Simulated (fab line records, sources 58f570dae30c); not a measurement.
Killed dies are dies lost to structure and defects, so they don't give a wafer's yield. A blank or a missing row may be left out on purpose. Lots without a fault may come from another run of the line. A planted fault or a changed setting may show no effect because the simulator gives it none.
Problem report in the 8D (eight disciplines) form, filled by code | flow berkeley_cmos170 | the parts of the form that need people (team, actions taken, sign-off) are left out

1. THE PROBLEM
cd_nm at UCB170_M1_CD_MEAS_90 reads a mean of 674.8 nm on 3 wafers of 2 lots; wafers without a fault read 699.9 nm with a standard deviation of 2.3. That is -11 standard deviations from the usual mean.
The step: target cd 700 nm.
First seen on wafer L305.6, day 9 22:35, on cd_sem-02. The record holds 42 wafers of 14 lots with a number at this step. Rule for "out", or "out of limits": more than 4 standard deviations from the usual mean. The other wafers with a number count as sound.

2. WHAT IT IS AND WHAT IT IS NOT
question                    | is                     | is not
which readings at this step | cd_nm                  | -
which lots                  | L305, L308             | L293, L294, L295, L296, L297, L298, L299, L300, L301, L302, L314, L315
which wafers of those lots  | L305.6, L308.1, L308.5 | L305.1, L305.5, L308.4
read on which gauges        | cd_sem-01, cd_sem-02   | -
when                        | from day 9 22:35       | up to then (32 sound wafers); but 7 sound wafers of L308, L314, L315 came after

3. SUSPECTS, AND WHAT RULES EACH OUT
Counting: a tool at a process step up to the reading stays a suspect if it ran every lot that is out. Sound lots after the first of them don't rule it out here, since some wafers of a struck lot are sound.
- the gauge at UCB170_M1_CD_MEAS_90: ruled out. The wafers that are out were read on 2 gauges (cd_sem-01, cd_sem-02).
- rie_metal-04 at UCB170_M1_METAL_ETCH_12 (etches Al in Cl2/BCl3, stops on PSG, target depth 780 nm, time 130 s): kept. It ran every lot that is out, first L305 (day 9 22:20); its last sound lot up to then is L301 (day 8 18:25).
- Within rie_metal-04 at UCB170_M1_METAL_ETCH_12: the wafers that are out ran in chamber 1; their sound lot-mates ran in chamber 0.
Left after counting: rie_metal-04 at UCB170_M1_METAL_ETCH_12.

4. THE CAUSE (what the simulator had put in)
Process parameter drift: rie_metal-04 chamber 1, from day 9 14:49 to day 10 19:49, at UCB170_M1_METAL_ETCH_12. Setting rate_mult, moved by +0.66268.
Counting left only this tool.

5. THE CHAIN OF EFFECTS, in route order
Each row: a reading whose mean over the struck wafers that have a number lies more than 3 standard deviations from the usual. Only readings for which the record gives a usual standard deviation are gone through. hours: the time from each lot's start at the first step in this table that gives one to its start at this step, as a median over the lots. sigmas: the change in usual standard deviations.
hours | step                 | reading        | usual      | on struck wafers | change | sigmas
0     | UCB170_M1_STRIP_13   | oes_product_au | 0.720 a.u. | 0.463            | -0.257 | -57
0     | UCB170_M1_CD_MEAS_90 | cd_nm          | 699.9 nm   | 674.8            | -25.1  | -11
The process steps in it:
- UCB170_M1_STRIP_13: strips in O2.
Later measuring or inspecting steps at which every struck wafer that the step has a row for has a number for every such reading, and none has moved that far: UCB170_V1_CD_MEAS_12, UCB170_V2_CD_MEAS_12.

6. WHAT WOULD HAVE CAUGHT IT SOONER
In this record the first reading out of limits at a measuring or inspecting step was taken at day 9 22:35, 8 hours after the fault began at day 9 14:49.
Of the tool readings at UCB170_M1_METAL_ETCH_12 for which the record gives a usual standard deviation, none was out on any struck wafer, so an alarm limit of 4 standard deviations on them would not have fired.
Of the lots that are out (2), L308 began UCB170_M1_METAL_ETCH_12 on rie_metal-04 after day 9 22:35. A hold on the tool at that time would have spared it.
